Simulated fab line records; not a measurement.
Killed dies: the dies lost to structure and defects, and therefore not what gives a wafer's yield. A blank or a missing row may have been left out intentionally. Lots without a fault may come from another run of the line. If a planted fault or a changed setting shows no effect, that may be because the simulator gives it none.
fab line records -- flow berkeleyCmos170
record: lots: 6, wafers: 18, lastDay: 13
route steps=331 shown M3@315
lots that met no fault: taken from a fault-free run of the same line
startH: hours from the record's first day to the start of the lot's first wafer shown -- waitH: time in hours since the lot's previous step -- " the same as in the row above -- L1.1+2: a single row standing in for several wafers -- - value missing, or start not given -- * or withheld: withheld -- < > ~ a bound
route shown NAME@n: a module of which the file shows steps, and the number in the route of the first -- usual: mean/standard deviation taken from wafers without a fault -- same: alike in all rows -- chamber/n: place in a boat -- sites: readings site by site -- _std_site: standard deviation of those values -- _edge_site: the outer-site mean with the inner-site mean subtracted -- radiusMm: how far each site lies from the wafer's centre -- mask NAME#n: copy n -- behind: the tool/chamber that last shaped the wafer -- hold: cause of the lot's hold/its duration in hours/its outcome -- device: transistor that didn't switch, given as n, p or np -- end of line: the route-end tests of the same wafers -- a step given without rows: its recipe and nothing more -- killed: dies that structure and defects cost at the first sort, which is not the same as the wafer's yield -- map: shows each die of a wafer: x if killed, . if not, _ if none is there
set.NAME: the run value of the setting; set.NAME@STEP: its run value at that earlier step -- model.NAME: the simulator's own value behind a step, which no gauge read
a table for each step, a row for each wafer; lots at some steps of the route
services: the hour from which a tool's chamber was out of use, counted from the record's first day as startH (under 0 if before that day), plus the number of hours and why
== steps ==
step: UCB170_M3_SOFTBAKE_06
recipe: resist: KrF, tempC: 130, timeS: 60
step: UCB170_M3_STRIP_07
recipe: chemistry: O2, powerW: 400, pressureMtorr: 3500, platenTempC: withheld, o2FlowSccm: 400, overashFraction: 0.5
usual: drypumpMotorCurrentA: 5.7/0.32, oesProductAu: 0.735/0.0042, stripTimeToEndpointS: 21.98/0.066
lot.wafer,tool,chamber,startH,waitH,drypumpMotorCurrentA,oesProductAu,rfHoursCounterH,stripTimeToEndpointS
L286.1,plasmaAsher-02,0,221.42,0.1,5.6,0.744,48,21.94
L286.3,plasmaAsher-02,1,221.42,0.1,5.1,0.732,-,21.93
L286.5,plasmaAsher-02,0,221.42,0.1,5.6,0.733,-,22.00
L290.2,plasmaAsher-01,1,222.34,0.1,6.0,0.744,52,21.99
L290.3,plasmaAsher-01,0,222.34,0.1,6.0,0.737,-,22.05
L290.5,plasmaAsher-01,0,222.34,0.1,6.0,0.739,-,22.04
L296.2,plasmaAsher-04,0,259.41,0.1,5.6,0.741,47,22.04
L296.3,plasmaAsher-04,1,259.41,0.1,6.0,0.736,-,22.00
L296.4,plasmaAsher-04,0,259.41,0.1,5.6,0.745,-,22.00
L297.1,plasmaAsher-04,0,283.05,0.1,5.6,0.734,50,22.12
L297.2,plasmaAsher-04,1,283.05,0.1,6.0,0.741,50,22.12
L297.4,plasmaAsher-04,1,283.05,0.1,6.0,0.736,-,22.14
L298.1,plasmaAsher-04,0,285.67,0.1,5.6,0.732,50,22.02
L298.4,plasmaAsher-04,1,285.67,0.1,6.0,0.735,-,21.93
L298.6,plasmaAsher-04,0,285.67,0.1,5.6,0.735,-,22.01
L303.2,plasmaAsher-02,0,295.90,0.1,5.6,0.737,56,21.98
L303.5,plasmaAsher-02,0,295.90,0.1,5.6,0.739,-,21.96
L303.6,plasmaAsher-02,1,295.90,0.1,5.1,0.734,-,21.99
step: UCB170_M3_STRIP_08
recipe: chemistry: DMSO, tempC: 80, timeS: 600, material: KrF
step: UCB170_M3_COAT_09
recipe: resist: BARC, tempC: withheld, timeS: withheld, spinRpm: 3000, resistThkNm: withheld
step: UCB170_M3_COAT_10
recipe: resist: KrF, spinRpm: 1500, resistThkNm: 900
step: UCB170_M3_SOFTBAKE_11
recipe: resist: KrF, tempC: 130, timeS: 60
step: UCB170_M3_EXPOSE_12
recipe: maskId: METAL3, targetCdNm: 700, na: 0.5, sigmaOuter: 0.6, sourceShape: conventional, doseMj: 26
step: UCB170_M3_PEB_13
recipe: pebTempC: 130, pebTimeS: withheld, resist: KrF
step: UCB170_M3_DEVELOP_14
recipe: developer: TMAH, developTimeS: 45, resist: KrF, devTempC: 21
step: UCB170_M3_CD_MEAS_15
recipe: targetCdNm: 700
usual: cdNm: 700.1/1.4
lot.wafer,tool,chamber,startH,waitH,cdNm
L286.1,cdSem-01,-,223.92,-,700.7
L286.3,cdSem-01,-,223.92,-,700.1
L286.5,cdSem-01,-,223.92,-,701.0
L290.2,cdSem-02,-,224.79,-,705.5
L290.3,cdSem-02,-,224.79,-,702.4
L290.5,cdSem-02,-,224.79,-,701.8
L296.2,cdSem-02,-,260.67,-,701.3
L296.3,cdSem-02,-,260.67,-,702.1
L296.4,cdSem-02,-,260.67,-,701.3
L297.1,cdSem-01,-,284.56,-,699.2
L297.2,cdSem-01,-,284.56,-,698.5
L297.4,cdSem-01,-,284.56,-,700.2
L298.1,cdSem-02,-,287.32,-,700.0
L298.4,cdSem-02,-,287.32,-,700.6
L298.6,cdSem-02,-,287.32,-,700.6
L303.2,cdSem-01,-,299.26,-,701.0
L303.5,cdSem-01,-,299.26,-,700.6
L303.6,cdSem-01,-,299.26,-,701.5
step: UCB170_M3_OVL_MEAS_16
usual: M3_OVL: -4/4.8
lot.wafer,tool,chamber,startH,waitH,M3_OVL[nm]
L286.1,overlay-01,-,224.04,0.1,-2
L286.3,overlay-01,-,224.04,0.1,2
L286.5,overlay-01,-,224.04,0.1,0
L290.2,overlay-01,-,224.89,0.1,-1
L290.3,overlay-01,-,224.89,0.1,3
L290.5,overlay-01,-,224.89,0.1,2
L296.2,overlay-02,-,260.78,0.1,-5
L296.3,overlay-02,-,260.78,0.1,-7
L296.4,overlay-02,-,260.78,0.1,-4
L297.1,overlay-02,-,284.68,0.1,-3
L297.2,overlay-02,-,284.68,0.1,0
L297.4,overlay-02,-,284.68,0.1,-3
L298.1,overlay-01,-,287.44,0.1,-2
L298.4,overlay-01,-,287.44,0.1,-4
L298.6,overlay-01,-,287.44,0.1,-10
L303.2,overlay-01,-,299.37,0.1,2
L303.5,overlay-01,-,299.37,0.1,-1
L303.6,overlay-01,-,299.37,0.1,1
step: UCB170_M3_ETCH_17
recipe: chemistry: N2/H2, targetDepthA: withheld, overetchA: withheld, target: BARC, timeS: withheld, sourceW: 500, biasW: 100, pressureMtorr: 30, n2FlowSccm: 100, h2FlowSccm: 200
usual: drypumpMotorCurrentA: 5.6/0.39, oesProductAu: 0.995/0.02, rfFwdPowerW: 494.4/2.3, throttleValvePct: 13.37/0.17
lot.wafer,tool,chamber,startH,waitH,drypumpMotorCurrentA,oesProductAu,rfFwdPowerW,throttleValvePct
L286.1,rieDiel-02,2,224.08,0.0,6.2,1.007,493.5,13.30
L286.3,rieDiel-02,3,224.08,0.0,6.1,0.986,494.3,13.56
L286.5,rieDiel-02,3,224.08,0.0,6.1,0.978,494.8,13.57
L290.2,rieDiel-01,1,224.92,0.0,5.6,1.018,492.5,13.69
L290.3,rieDiel-01,3,224.92,0.0,5.3,0.963,491.7,13.12
L290.5,rieDiel-01,3,224.92,0.0,5.3,0.965,492.5,13.13
L296.2,rieDiel-01,2,260.81,0.0,5.3,0.994,496.1,13.48
L296.3,rieDiel-01,1,260.81,0.0,5.6,1.007,492.4,13.70
L296.4,rieDiel-01,3,260.81,0.0,5.3,0.963,492.4,13.13
L297.1,rieDiel-02,2,284.72,0.0,6.3,0.994,496.1,13.32
L297.2,rieDiel-02,3,284.72,0.0,6.1,0.971,493.0,13.58
L297.4,rieDiel-02,1,284.72,0.0,5.4,1.002,494.4,13.32
L298.1,rieDiel-02,1,287.48,0.0,5.3,1.000,496.9,13.33
L298.4,rieDiel-02,0,287.48,0.0,5.8,1.011,496.1,13.40
L298.6,rieDiel-02,1,287.48,0.0,5.4,1.000,495.7,13.33
L303.2,rieDiel-01,2,299.40,0.0,5.3,0.996,495.9,13.49
L303.5,rieDiel-01,3,299.40,0.0,5.3,0.976,493.2,13.12
L303.6,rieDiel-01,0,299.40,0.0,5.0,1.001,494.3,13.26
step: UCB170_M3_METAL_ETCH_18
recipe: chemistry: Cl2/BCl3, target: Al, stopOn: SiO2, pressureMtorr: 12, targetDepthA: 11700, overEtchFrac: 0.3, timeS: 195, icpW: 600, biasW: 120, Cl2_flow_sccm: 90, bcl3FlowSccm: 45
usual: drypumpMotorCurrentA: 5.7/0.43, oesProductAu: 0.851/0.018, rfFwdPowerW: 598.2/1.9, throttleValvePct: 24.2/0.39
lot.wafer,tool,chamber,startH,waitH,drypumpMotorCurrentA,oesProductAu,rfFwdPowerW,rfHoursCounterH,throttleValvePct,model.KrF_of_M3_COAT_10.thkNm,model.M3.featureDepthNm,model.SiO2_of_V2_CVD_00.thkNm
L286.1,rieMetal-02,0,224.12,-,5.6,0.852,597.5,8,23.9,225.1,937.3,938.8
L286.3,rieMetal-02,0,224.12,-,5.6,0.862,599.1,-,23.9,224,939.1,941.8
L286.5,rieMetal-02,0,224.12,-,5.6,0.864,596.8,-,23.9,215.6,956.6,938.6
L290.2,rieMetal-04,0,224.96,-,5.7,0.861,598.1,10,24.5,200.6,949,937.7
L290.3,rieMetal-04,1,224.96,-,6.2,0.845,599.2,-,24.6,189.5,948,934.9
L290.5,rieMetal-04,1,224.96,-,6.2,0.845,601.3,-,24.6,186.5,952.4,935.3
L296.2,rieMetal-02,1,260.85,-,5.2,0.828,601.0,4,24.1,194.3,967.2,937.5
L296.3,rieMetal-02,1,260.85,-,5.1,0.827,598.7,-,24.0,199,972.1,937.7
L296.4,rieMetal-02,0,260.85,-,5.6,0.884,840.5,-,23.9,0,998.9,917.2
L297.1,rieMetal-02,1,284.76,-,5.1,0.818,597.9,4,24.0,202.2,948.9,935.3
L297.2,rieMetal-02,0,284.76,-,5.6,0.863,836.8,9,23.9,0.2072,960.6,916.1
L297.4,rieMetal-02,0,284.76,-,5.6,0.876,837.4,-,23.9,4.215,987.6,917
L298.1,rieMetal-03,0,287.52,-,5.5,0.852,596.9,4,23.8,197.9,978.2,937.3
L298.4,rieMetal-03,1,287.52,-,6.3,0.879,599.5,-,24.9,216.9,974.9,941.1
L298.6,rieMetal-03,0,287.52,-,5.5,0.847,598.6,-,23.8,199.8,982.4,937.7
L303.2,rieMetal-04,1,299.51,-,6.2,0.856,602.0,-,24.6,175.2,981.3,935.8
L303.5,rieMetal-04,1,299.51,-,6.2,0.867,600.4,-,24.6,174.5,985,937.6
L303.6,rieMetal-04,1,299.51,-,6.2,0.854,598.6,-,24.6,178.4,976.1,936.6
step: UCB170_M3_STRIP_19
recipe: chemistry: O2, powerW: 400, pressureMtorr: 3500, platenTempC: withheld, o2FlowSccm: 400, overashFraction: 0.5
usual: drypumpMotorCurrentA: 5.6/0.32, oesProductAu: 0.535/0.016
lot.wafer,tool,chamber,startH,waitH,drypumpMotorCurrentA,oesProductAu,rfHoursCounterH
L286.1,plasmaAsher-04,1,224.31,0.1,6.0,0.553,43
L286.3,plasmaAsher-04,1,224.31,0.1,6.0,0.556,-
L286.5,plasmaAsher-04,0,224.31,0.1,5.6,0.551,-
L290.2,plasmaAsher-04,1,225.15,0.1,6.0,0.534,44
L290.3,plasmaAsher-04,0,225.15,0.1,5.6,0.523,-
L290.5,plasmaAsher-04,1,225.15,0.1,6.0,0.521,-
L296.2,plasmaAsher-04,1,261.04,0.1,6.0,0.530,47
L296.3,plasmaAsher-04,1,261.04,0.1,6.0,0.531,-
L296.4,plasmaAsher-04,0,261.04,0.1,5.6,0.314,-
L297.1,plasmaAsher-02,1,284.95,0.1,5.1,0.528,55
L297.2,plasmaAsher-02,0,284.95,0.1,5.6,0.306,55
L297.4,plasmaAsher-02,0,284.95,0.1,5.6,0.315,-
L298.1,plasmaAsher-01,1,287.71,0.1,6.0,0.523,61
L298.4,plasmaAsher-01,0,287.71,0.1,6.0,0.545,-
L298.6,plasmaAsher-01,0,287.71,0.1,6.0,0.527,-
L303.2,plasmaAsher-04,1,299.82,0.2,6.0,0.502,52
L303.5,plasmaAsher-04,0,299.82,0.2,5.6,0.506,-
L303.6,plasmaAsher-04,1,299.82,0.2,6.0,0.512,-
step: UCB170_M3_CD_MEAS_90
recipe: targetCdNm: 700
usual: cdNm: 699/3.4
lot.wafer,tool,chamber,startH,waitH,cdNm
L286.1,cdSem-02,-,224.41,0.1,705
L286.3,cdSem-02,-,224.41,0.1,704
L286.5,cdSem-02,-,224.41,0.1,704
L290.2,cdSem-01,-,225.27,0.1,699
L290.3,cdSem-01,-,225.27,0.1,703
L290.5,cdSem-01,-,225.27,0.1,701
L296.2,cdSem-01,-,261.16,0.1,695
L296.3,cdSem-01,-,261.16,0.1,695
L296.4,cdSem-01,-,261.16,0.1,686
L297.1,cdSem-01,-,285.05,0.1,696
L297.2,cdSem-01,-,285.05,0.1,683
L297.4,cdSem-01,-,285.05,0.1,684
L298.1,cdSem-01,-,287.81,0.1,701
L298.4,cdSem-01,-,287.81,0.1,700
L298.6,cdSem-01,-,287.81,0.1,696
L303.2,cdSem-02,-,299.94,0.1,702
L303.5,cdSem-02,-,299.94,0.1,700
L303.6,cdSem-02,-,299.94,0.1,704
step: UCB170_M3_BOW_MEAS_20
recipe: mode: bow
usual: M3_BOW: 33/8
lot.wafer,tool,chamber,startH,waitH,M3_BOW[um]
L286.1,filmMetro-02,-,224.53,0.1,37
L286.3,filmMetro-02,-,224.53,0.1,42
L286.5,filmMetro-02,-,224.53,0.1,32
L290.2,filmMetro-02,-,225.39,0.1,34
L290.3,filmMetro-02,-,225.39,0.1,45
L290.5,filmMetro-02,-,225.39,0.1,39
L296.2,filmMetro-02,-,261.28,0.1,50
L296.3,filmMetro-02,-,261.28,0.1,43
L296.4,filmMetro-02,-,261.28,0.1,40
L297.1,filmMetro-03,-,285.17,0.1,33
L297.2,filmMetro-03,-,285.17,0.1,15
L297.4,filmMetro-03,-,285.17,0.1,30
L298.1,filmMetro-03,-,287.93,0.1,29
L298.4,filmMetro-03,-,287.93,0.1,35
L298.6,filmMetro-03,-,287.93,0.1,33
L303.2,filmMetro-02,-,300.06,0.1,17
L303.5,filmMetro-02,-,300.06,0.1,42
L303.6,filmMetro-02,-,300.06,0.1,33
step: UCB170_M3_PROBE_99
lot.wafer,tool,chamber,startH,waitH,model.etest.antennaM3.gateLog10ACm2,model.etest.antennaM3.vtShiftV
L286.1,prober-02,-,224.65,0.1,-8.315,-0.0141
L286.3,prober-02,-,224.75,0.2,-8.003,-0.01391
L286.5,prober-02,-,224.85,0.2,-7.796,-0.01145
L290.2,prober-02,-,225.54,0.1,-7.867,-0.01336
L290.3,prober-02,-,225.59,0.2,-7.407,-0.01452
L290.5,prober-02,-,225.69,0.2,-7.414,-0.01516
L296.2,prober-01,-,261.43,0.1,-8.179,-0.01722
L296.3,prober-01,-,261.48,0.2,-8.004,-0.0146
L296.4,prober-01,-,261.53,0.2,-7.591,-0.02378
L297.1,prober-01,-,285.29,0.1,-7.631,-0.01313
L297.2,prober-01,-,285.34,0.1,-7.122,-0.02505
L297.4,prober-01,-,285.44,0.2,-7.412,-0.02309
L298.1,prober-02,-,288.05,0.1,-7.744,-0.01975
L298.4,prober-02,-,288.20,0.2,-7.942,-0.01616
L298.6,prober-02,-,288.30,0.2,-7.548,-0.01393
L303.2,prober-02,-,300.21,0.1,-7.339,-0.009201
L303.5,prober-02,-,300.36,0.2,-7.436,-0.01332
L303.6,prober-02,-,300.41,0.2,-7.654,-0.01337
killed by level:class
L286.1 GATE:geometricParticle:short=3 START:geometricParticle:open=1 WELLDRIVE:geometricParticle:short=1 FIELD:geometricParticle:open=1 SACOX:geometricParticle:open=1 GATE:geometricParticle:open=1
L286.3 CONTACT:geometricParticle:open=1 M1:geometricParticle:open=1 M1:geometricParticle:short=1 V2:geometricParticle:open=1 M3:geometricParticle:short=1
L286.5 WELLDRIVE:geometricParticle:short=1 SILICIDE:geometricParticle:short=1 SILICIDE:geometricParticle:open=1
L290.2 SCREENOX:geometricParticle:open=1 SPACER:geometricParticle:open=1 SPACER:geometricParticle:short=1 SILICIDE:geometricParticle:short=1 CONTACT:geometricParticle:short=1 V1:geometricParticle:short=1
L290.3 V2:geometricParticle:short=1
L290.5 M2:geometricParticle:short=2 WELLDRIVE:geometricParticle:short=1 SCREENOX:geometricParticle:open=1 GATE:geometricParticle:open=1
L297.1 ACTIVE:areaEtch=2 V2:geometricParticle:short=1
L297.2 WELLDRIVE:geometricParticle:short=1 GATE:geometricParticle:open=1
L297.4 ACTIVE:areaEtch=2 WELLDRIVE:geometricParticle:short=1 SACOX:geometricParticle:short=1 GATE:geometricParticle:short=1 SPACER:geometricParticle:short=1
L298.1 SPACER:geometricParticle:short=1
L298.4 GATE:geometricParticle:short=1 GATE:geometricParticle:open=1 V1:geometricParticle:open=1 M3:geometricParticle:open=1
L298.6 GATE:geometricParticle:short=1 SILICIDE:geometricParticle:short=1
L303.2 ZERO:geometricParticle:open=1 WELLDRIVE:geometricParticle:open=1 GATE:geometricParticle:short=1 V1:geometricParticle:short=1
L303.5 ACTIVE:geometricParticle:short=1 GATE:geometricParticle:short=1 SPACER:geometricParticle:short=1 V2:geometricParticle:short=1
L303.6 WELLDRIVE:geometricParticle:short=1 ACTIVE:geometricParticle:open=1 GATE:geometricParticle:short=1 V2:geometricParticle:open=1
== services ==
tool,chamber,startH,hours,kind
rieMetal-04,0,198.68,14.7,repair
rieDiel-01,0,206.95,24.7,repair
rieMetal-04,1,225.76,27.4,repair
rieMetal-04,-,231.97,40.6,repair
plasmaAsher-04,-,238.41,0.7,repair
rieDiel-02,1,247.23,30.3,repair
rieMetal-04,0,275.45,-,clean
rieMetal-04,0,275.45,26.7,scheduledDown
rieMetal-04,0,275.45,26.7,ventCycle
== key ==
firstSign: step: UCB170_M3_METAL_ETCH_18, reading: rfFwdPowerW, direction: up, sigmas: 99+, usual: 598.2, struck: 838.2
effect: step: UCB170_M3_STRIP_19, reading: oesProductAu, direction: down, sigmas: 14, usual: 0.535, struck: 0.312
effect: step: UCB170_M3_CD_MEAS_90, reading: cdNm, direction: down, sigmas: 4.3, usual: 699, struck: 684
modelEffect: step: UCB170_M3_METAL_ETCH_18, value: KrF_of_M3_COAT_10.thkNm, without: 229.5, struck: 1.474
modelEffect: step: UCB170_M3_PROBE_99, value: etest.antennaM3.gateLog10ACm2, without: -7.908, struck: -7.375
metAt UCB170_M3_METAL_ETCH_18
struckWafers L296.4,L297.2,L297.4
sortLeftOut L296.4
onsetBetween 224.12 260.85
fault: kind: processParameterDrift, tool: rieMetal-02, chamber: 0, onsetH: 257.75, steps: UCB170_M3_METAL_ETCH_18, channel: icpW, offset: 240, shape: step, endH: 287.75, actsIn: theseRecipesOnly, stated: 600
sortLeftOut: the simulated sort isn't trusted on such a fault, so these wafers' sort isn't shown, and their yield isn't known
